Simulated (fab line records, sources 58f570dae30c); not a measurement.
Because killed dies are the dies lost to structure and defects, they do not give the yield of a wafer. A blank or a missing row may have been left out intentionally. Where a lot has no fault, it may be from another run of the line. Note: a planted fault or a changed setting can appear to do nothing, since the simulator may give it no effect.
Which tool is to blame? :: flow berkeley cmos170 :: 21 wafers from 7 lots sampled at 2 of the route's 331 steps

== WHAT EACH GAUGE READ, for each wafer ==
UCB170_M2_RS_MEAS_02: measures by four-point-probe.
lot: L173
measured: day 8 15:21
on: film metro-04
M2_AL_RS (ohm/sq): 0.0319 0.0319 0.0318

lot: L180
measured: day 10 12:41
on: film metro-03
M2_AL_RS (ohm/sq): 0.0327 0.0324 0.0324

lot: L181
measured: day 10 13:57
on: film metro-03
M2_AL_RS (ohm/sq): 0.0325 0.0323 0.0321

lot: L185
measured: day 11 06:36
on: film metro-04
M2_AL_RS (ohm/sq): 0.0325 0.0325 0.0323

lot: L188
measured: day 11 20:33
on: film metro-01
M2_AL_RS (ohm/sq): 0.0329 0.0327 0.0327

lot: L191
measured: day 12 05:20
on: film metro-03
M2_AL_RS (ohm/sq): 0.0318 0.0319 0.0318

lot: L193
measured: day 13 02:05
on: film metro-03
M2_AL_RS (ohm/sq): 0.0328 0.0328 0.0328

== EACH LOT AND THE TOOL THAT RAN IT (in order: tool; ch and the chambers of the sampled wafers; start) ==
lot: L173
UCB170_CONTACT_COAT_09: litho track-01 ch 0, day 8 07:06

lot: L180
UCB170_CONTACT_COAT_09: litho track-02 ch 0, day 10 04:55

lot: L181
UCB170_CONTACT_COAT_09: litho track-03 ch 0, day 10 05:33

lot: L185
UCB170_CONTACT_COAT_09: litho track-03 ch 0, day 10 19:41

lot: L188
UCB170_CONTACT_COAT_09: litho track-03 ch 0, day 11 12:48

lot: L191
UCB170_CONTACT_COAT_09: litho track-03 ch 0, day 11 21:32

lot: L193
UCB170_CONTACT_COAT_09: litho track-02 ch 0, day 12 17:27
- UCB170_CONTACT_COAT_09

== THE ANSWER, worked out from the rows above alone ==
Rule: usual is defined by the lots themselves. The widest of any qualifying gaps counts: lots, ordered by their means at a reading, are off when they make up no more than a third of the lots, leave a main group of 4 or more, and stand apart from it by 3 or more times the standard deviation of that group's means. A main group whose means are all the same, to the digits that the tables above print for the reading, isn't used. Also off: a lot with no number at a reading for which 4 or more lots have one. The other lots that the step has rows for count as sound.
Nothing can be told from this: no lot is off at any reading shown.

== WHAT THE SIMULATOR HAD INSERTED ==
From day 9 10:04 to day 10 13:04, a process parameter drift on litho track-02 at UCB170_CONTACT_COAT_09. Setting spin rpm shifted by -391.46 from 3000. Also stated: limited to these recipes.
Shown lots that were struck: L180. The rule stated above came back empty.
